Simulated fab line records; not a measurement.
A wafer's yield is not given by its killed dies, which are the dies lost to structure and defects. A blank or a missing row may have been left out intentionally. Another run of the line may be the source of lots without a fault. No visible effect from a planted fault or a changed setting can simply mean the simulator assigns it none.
A lot that was struck, set against a sound lot + flow ritCmos + 14 out of 202 route steps
Sound: these wafers, L560.3, L560.4, L560.5. Wafers struck: L577.2, L577.3, L577.6. The cause is named last.
Each step with rows lists, per side, the tool, then ch with its chambers, then its first start. Under that, the readings that differ: sound wafers + struck wafers + difference of the means + sigmas: that difference in standard deviations of wafers without a fault.
alike: words and numbers the same on both sides, and readings whose means are apart by under 2 such deviations; not compared: readings that were withheld, readings missing a value for some wafer, numbers with overlapping values and no deviation given by the record, and bounds like >300 which may hide the same value.
The two part at a step that has a row with sigmas, a row that says differs or no value, or rows on one side only. Numbers that don't overlap but have no deviation are shown without sigmas and don't part them. A reading that every wafer of one side lacks parts them only if that side has two wafers or more.

first, 2 steps without rows for these wafers: RIT_NSD_PEB_04; RIT_NSD_DEVELOP_05 (develop time 50 s).
RIT_NSD_OVL_MEAS_06:
  sound on overlay-01 at day 3 09:17; struck on overlay-01 at day 6 20:54
  alike: NSD_OVL
then, 2 steps without rows for these wafers: RIT_NSD_HARDBAKE_07 (time 60 s); RIT_NSD_IMPLANT_08.
RIT_NSD_STRIP_09: strips in O2, time 180 s.
  sound on plasmaAsher-02 ch 0,1, day 3 09:40; struck on plasmaAsher-04 ch 0,1, day 6 21:14
  alike: drypumpMotorCurrentA
  not compared: rfHoursCounterH
RIT_NSD_TW_MEAS_10:
  sound on filmMetro-04 at day 3 09:49; struck on filmMetro-04 at day 6 21:25
  alike: NSD_TW
then, 5 steps without rows for these wafers: RIT_PSD_HMDS_00 (prime time 60 s); RIT_PSD_COAT_01 (resist thk 1000 nm); RIT_PSD_SOFTBAKE_02 (time 60 s); RIT_PSD_EXPOSE_03 (exposes mask M10, target cd 40900 nm); RIT_PSD_PEB_04.
RIT_PSD_DEVELOP_05: develop time 50 s.
  struck on lithoTrack-03, day 6 22:00; sound on lithoTrack-03 ch 0, day 3 10:00
  no value came back on the struck wafers for chillPlateTempC (C), developTimeS (s); on the sound wafers chillPlateTempC (C) reads 22.92 23.00 22.72
RIT_PSD_OVL_MEAS_06:
  sound on overlay-02 at day 3 10:43; struck on overlay-01 at day 6 22:21
| reading      | sound          | struck | difference                    | sigmas |
|--------------|----------------|--------|-------------------------------|--------|
| PSD_OVL (nm) | -1.6 -0.4 -1.0 | - - -  | no value on the struck wafers |        |

## WHERE THEY PART
At RIT_PSD_DEVELOP_05 first; at RIT_PSD_OVL_MEAS_06 last (within this record only).

WHY: whatever the simulator had introduced
Beginning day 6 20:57, the whole step at RIT_PSD_DEVELOP_05 was skipped on lithoTrack-03. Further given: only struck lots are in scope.
